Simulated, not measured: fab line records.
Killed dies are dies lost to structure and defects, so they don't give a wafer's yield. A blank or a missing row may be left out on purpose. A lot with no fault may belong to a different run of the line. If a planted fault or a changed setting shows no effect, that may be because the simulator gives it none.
Split-lot study	flow berkeley cmos170	23 wafers read across 5 lots, on a route 331 steps long

## ABOUT THE SPLIT
At UCB170_PFIELD_COAT_01 (resist thk 900 nm), the setting resist thk nm was moved away from the recipe's 900 nm on 9 of the 23 wafers read, by -5.4% to +2.2%. All remaining wafers had this setting at the recipe value.

Reading taken at the split's own step.

## THE READING
KrF_of_PFIELD_COAT_01.thk nm (the simulator's own value, which no gauge read), in nm, at UCB170_PFIELD_COAT_01 (resist thk 900 nm). The file gives no usual value for it. Here, 14 wafers ran the recipe; their average is 899.3 nm with a standard deviation of 1.7 nm.

wafer	tool, chamber at the split	resist thk nm as run, nm	against the recipe	KrF_of_PFIELD_COAT_01.thk nm, nm	against lot-mates on the recipe
L074.1	litho track-01, 0	864.3	-4.0%	860.8	-37.5
L074.2	litho track-01, 0	900	recipe	898.5	-
L074.3	litho track-01, 0	864.3	-4.0%	864	-34.2
L074.4	litho track-01, 0	864.3	-4.0%	864.4	-33.9
L074.6	litho track-01, 0	900	recipe	898	-
L077.1	litho track-02, 0	851.7	-5.4%	850.6	-49.0
L077.2	litho track-02, 0	900	recipe	901.7	-
L077.3	litho track-02, 0	900	recipe	897.1	-
L077.5	litho track-02, 0	900	recipe	900.1	-
L077.6	litho track-02, 0	851.7	-5.4%	849.7	-49.9
L078.1	litho track-01, 0	900	recipe	899.9	-
L078.2	litho track-01, 0	919.5	+2.2%	920.1	+20.5
L078.3	litho track-01, 0	919.5	+2.2%	919.1	+19.5
L078.4	litho track-01, 0	900	recipe	899.4	-
L078.6	litho track-01, 0	900	recipe	899.6	-
L079.2	litho track-04, 0	900	recipe	896.6	-
L079.3	litho track-04, 0	900	recipe	899.8	-
L079.5	litho track-04, 0	900	recipe	896.4	-
L080.2	litho track-01, 0	900	recipe	899.8	-
L080.3	litho track-01, 0	900	recipe	901.7	-
L080.4	litho track-01, 0	863.6	-4.0%	863.5	-37.6
L080.5	litho track-01, 0	863.6	-4.0%	867.2	-33.9
L080.6	litho track-01, 0	900	recipe	901.8	-

THE FIT
A straight line over all 23 wafers: KrF_of_PFIELD_COAT_01.thk nm changes by +9.03 nm for each +1% of resist thk nm; r = +1.00; the points scatter about the line by 1.9 nm.
The same after taking each lot's own level away (the mean of its wafers on the recipe; 23 wafers): +9.04 nm for each +1%; r = +1.00; scatter 1.4 nm.
Per that fit: largest resist thk nm move, reading shift of 49 nm.
Across the lots, their own levels run from 897.60 to 901.10 nm, a range of 2.0 times the standard deviation given above.
The two slopes agree, so the slope changes little with the lot-to-lot level.
Check: -48.3 nm against its lot-mates is what the line predicts for one of the wafers moved furthest among these (-5.4%) when that wafer is left out of the fit. It came out at -49 nm against them.

## THESE WAFERS: OTHER SPLITS
Before the reading, these wafers also passed through other splits. Each is held against what the fit with the lots' levels taken away leaves over:
other split on the same wafers	wafers away from the commonest value	r with KrF_of_PFIELD_COAT_01.thk nm (lot level and that fit taken away)
UCB170_START_OXIDATION_02 temp c	15	+0.04
UCB170_PWELL_CVD_05 time s	15	-0.21
UCB170_PWELL_DEVELOP_12 develop time s	10	-0.26
UCB170_ACTIVE_OXIDATION_02 ox time s	15	+0.05

## THE WHOLE CHAIN: every reading that the file lists as answering this split, in the file's order
step	what it does	reading	change (the file's fit)	r (the file's)
UCB170_PFIELD_COAT_01	resist thk 900 nm	KrF_of_PFIELD_COAT_01.thk nm (the simulator's own value, which no gauge read)	+9.04 nm for each +1% of the setting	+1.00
UCB170_PFIELD_STRIP_08	strips in O2	strip time to endpoint s	withheld for each +1% of the setting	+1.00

## THE FILE'S OWN FIT
KrF_of_PFIELD_COAT_01.thk nm changes by +9.04 nm for each +1% of resist thk nm, r = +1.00.
